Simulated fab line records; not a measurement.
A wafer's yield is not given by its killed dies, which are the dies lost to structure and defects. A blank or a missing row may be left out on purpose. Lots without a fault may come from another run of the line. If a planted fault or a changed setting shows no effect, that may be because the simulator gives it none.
The tool behind it: which one? + flow berkeley_cmos170 + 39 wafers from 13 lots sampled at 5 of the route's 331 steps

== WHAT EACH GAUGE READ, for each wafer ==
UCB170_PWELL_THK_MEAS_06. Usual: for PWELL_NITRIDE_THK the level is 219.5 nm and the standard deviation is 2.
| lot  | measured    | on            | PWELL_NITRIDE_THK (nm) | flag |
|------|-------------|---------------|------------------------|------|
| L171 | day 2 22:33 | film_metro-03 | 221.0 217.9 219.4      |      |
| L172 | day 2 22:34 | film_metro-01 | 218.0 220.1 219.4      |      |
| L173 | day 3 06:30 | film_metro-03 | 221.0 221.8 220.7      |      |
| L176 | day 3 19:00 | film_metro-03 | 220.0 218.6 220.1      |      |
| L175 | day 3 19:01 | film_metro-01 | 221.2 221.8 222.5      |      |
| L177 | day 4 05:40 | film_metro-01 | 221.0 218.8 219.0      |      |
| L180 | day 4 13:19 | film_metro-04 | 219.1 219.1 219.4      |      |
| L181 | day 4 19:57 | film_metro-01 | 217.1 217.8 217.6      |      |
| L178 | day 4 19:58 | film_metro-04 | 217.6 217.7 217.0      |      |
| L184 | day 5 17:20 | film_metro-04 | 221.9 221.4 221.3      |      |
| L185 | day 5 17:20 | film_metro-03 | 221.2 221.4 220.9      |      |
| L189 | day 6 19:09 | film_metro-01 | 218.1 218.6 218.3      |      |
| L194 | day 7 10:06 | film_metro-04 | 216.8 216.1 215.6      |      |

UCB170_ACTIVE_THK_MEAS_06. Usual: for ACTIVE_NITRIDE_THK the level is 219.8 nm and the standard deviation is 1.8.
| lot  | measured    | on            | ACTIVE_NITRIDE_THK (nm) | flag |
|------|-------------|---------------|-------------------------|------|
| L171 | day 3 22:13 | film_metro-02 | 221.4 221.1 222.0       |      |
| L172 | day 3 22:14 | film_metro-03 | 221.6 221.2 219.5       |      |
| L173 | day 4 04:59 | film_metro-04 | 217.4 217.7 217.1       |      |
| L176 | day 4 19:24 | film_metro-04 | 218.5 219.2 221.0       |      |
| L175 | day 4 19:22 | film_metro-04 | 219.6 221.1 220.1       |      |
| L177 | day 5 04:47 | film_metro-03 | 222.7 221.2 223.0       |      |
| L180 | day 5 10:43 | film_metro-02 | 219.1 218.6 219.3       |      |
| L181 | day 6 03:35 | film_metro-02 | 222.8 221.8 224.7       |      |
| L178 | day 6 03:36 | film_metro-03 | 220.3 221.0 220.1       |      |
| L184 | day 6 17:31 | film_metro-04 | 218.4 219.8 219.9       |      |
| L185 | day 6 17:31 | film_metro-02 | 220.0 219.8 219.3       |      |
| L189 | day 7 19:29 | film_metro-04 | 220.8 221.8 220.9       |      |
| L194 | day 8 12:17 | film_metro-02 | 218.8 218.4 217.9       |      |

UCB170_GATE_CD_MEAS_12: target cd 350 nm. Usual: cd_nm at 349.7 nm, with a standard deviation of 1.5.
| lot  | measured     | on        | cd_nm (nm)        | flag |
|------|--------------|-----------|-------------------|------|
| L171 | day 5 13:17  | cd_sem-01 | 348.6 350.0 349.3 |      |
| L172 | day 5 12:55  | cd_sem-01 | 350.0 350.1 350.2 |      |
| L173 | day 6 02:43  | cd_sem-01 | 349.1 349.4 349.7 |      |
| L176 | day 6 19:47  | cd_sem-01 | 349.5 347.0 346.8 |      |
| L175 | day 6 20:52  | cd_sem-01 | 348.6 350.0 349.7 |      |
| L177 | day 7 05:54  | cd_sem-01 | 349.8 349.7 351.3 |      |
| L180 | day 7 05:06  | cd_sem-01 | 352.4 352.7 350.8 |      |
| L181 | day 7 13:34  | cd_sem-01 | 350.9 350.4 350.1 |      |
| L178 | day 7 14:19  | cd_sem-01 | 349.5 349.1 348.8 |      |
| L184 | day 8 11:53  | cd_sem-01 | 349.4 348.2 349.3 |      |
| L185 | day 8 11:52  | cd_sem-02 | 349.9 349.1 349.5 |      |
| L189 | day 9 19:39  | cd_sem-02 | 325.9 317.4 333.9 | OFF  |
| L194 | day 10 16:24 | cd_sem-02 | 347.9 348.6 349.2 |      |

UCB170_PLDD_TW_MEAS_11. Usual: for PLDD_TW the level is 1011 and the standard deviation is 7.4.
| lot  | measured     | on            | PLDD_TW        | flag |
|------|--------------|---------------|----------------|------|
| L171 | day 5 17:06  | film_metro-02 | 1017 1013 1020 |      |
| L172 | day 5 16:49  | film_metro-02 | 1018 1013 1017 |      |
| L173 | day 6 05:05  | film_metro-02 | 1023 1018 1012 |      |
| L176 | day 6 22:16  | film_metro-02 | 1018 1022 1017 |      |
| L175 | day 6 23:14  | film_metro-02 | 1019 1021 1018 |      |
| L177 | day 7 09:05  | film_metro-02 | 1012 1015 1013 |      |
| L180 | day 7 08:15  | film_metro-03 | 1008 1012 1004 |      |
| L181 | day 7 16:03  | film_metro-04 | 1004 1008 1010 |      |
| L178 | day 7 16:47  | film_metro-04 | 1007 1005 1005 |      |
| L184 | day 8 14:29  | film_metro-02 | 1014 1013 1016 |      |
| L185 | day 8 14:13  | film_metro-03 | 1019 1010 1018 |      |
| L189 | day 10 00:10 | film_metro-03 | 1018 1012 1011 |      |
| L194 | day 10 19:46 | film_metro-03 | 1016 1020 1019 |      |

== EACH LOT AND THE TOOL THAT RAN IT (in order: tool; ch and the chambers of the sampled wafers; start) ==
| lot  | UCB170_GATE_EXPOSE_09             |
|------|-----------------------------------|
| L171 | krf_scanner-01 ch 0, day 5 12:37  |
| L172 | krf_scanner-02 ch 0, day 5 12:17  |
| L173 | krf_scanner-01 ch 0, day 6 02:20  |
| L176 | krf_scanner-01 ch 0, day 6 18:49  |
| L175 | krf_scanner-02 ch 0, day 6 20:12  |
| L177 | krf_scanner-02 ch 0, day 7 05:11  |
| L180 | krf_scanner-02 ch 0, day 7 04:43  |
| L181 | krf_scanner-02 ch 0, day 7 13:11  |
| L178 | krf_scanner-01 ch 0, day 7 13:28  |
| L184 | krf_scanner-02 ch 0, day 8 11:20  |
| L185 | krf_scanner-02 ch 0, day 8 11:09  |
| L189 | krf_scanner-02 ch 0, day 9 19:15  |
| L194 | krf_scanner-01 ch 0, day 10 15:28 |
- UCB170_GATE_EXPOSE_09: exposes mask POLY, target cd 350 nm.

== WHAT THE TOOLS THEMSELVES READ (means of the sampled wafers that have a number; where no wafer has one, the mark that the record gives instead) ==
UCB170_GATE_EXPOSE_09. Usual: exposure_dose_mJ_cm2 at 20.962, with a standard deviation of 0.023.
| lot  | tool           | exposure_dose_mJ_cm2 | flag |
|------|----------------|----------------------|------|
| L171 | krf_scanner-01 | 20.960               |      |
| L172 | krf_scanner-02 | 20.980               |      |
| L173 | krf_scanner-01 | 20.953               |      |
| L176 | krf_scanner-01 | 20.989               |      |
| L175 | krf_scanner-02 | 20.944               |      |
| L177 | krf_scanner-02 | 20.996               |      |
| L180 | krf_scanner-02 | 20.918               |      |
| L181 | krf_scanner-02 | 20.968               |      |
| L178 | krf_scanner-01 | 20.952               |      |
| L184 | krf_scanner-02 | 20.994               |      |
| L185 | krf_scanner-02 | 20.968               |      |
| L189 | krf_scanner-02 | 20.197               | OFF  |
| L194 | krf_scanner-01 | 20.958               |      |

== THE ANSWER, worked out from the rows above alone ==
Rule: lot off if the mean of its wafers having a number is beyond 3 standard deviations from the usual mean. Also off: a lot with no number at a reading for which 4 or more lots have one. The other lots that the step has rows for count as sound. First the gauges in route order, then the tools' own readings, where a lot's mean is used as printed above. The first step at which some lot is off is used, and at that step the reading that is off furthest; a lot without a number counts as furthest.
Off, at UCB170_GATE_CD_MEAS_12 on cd_nm: L189.
If a tool, at a process step before that reading, ran all the lots that are off and no sound lot after the first of them, it fits. The gauges at UCB170_GATE_CD_MEAS_12 aren't tried: what is off there is off at UCB170_GATE_EXPOSE_09 too, on other tools, and a gauge's error can't cause that. One candidate fits, namely krf_scanner-02 at UCB170_GATE_EXPOSE_09. A fault onset in the window from L184 (day 8 11:20, its last sound lot) to L189 (day 9 19:15, its first lot off) fits.
On the lots that are off, the tool's own readings at UCB170_GATE_EXPOSE_09 differ by more than 5 times the standard deviation of the sound lots' means, which bears it out; exposure_dose_mJ_cm2 reads 20.197 there versus 20.965 on the sound lots.

== WHAT THE SIMULATOR PUT IN ==
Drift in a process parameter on krf_scanner-02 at UCB170_GATE_EXPOSE_09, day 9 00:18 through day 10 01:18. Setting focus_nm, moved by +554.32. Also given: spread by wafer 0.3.
Struck lots among those shown: L189. The rule given above showed the same thing.
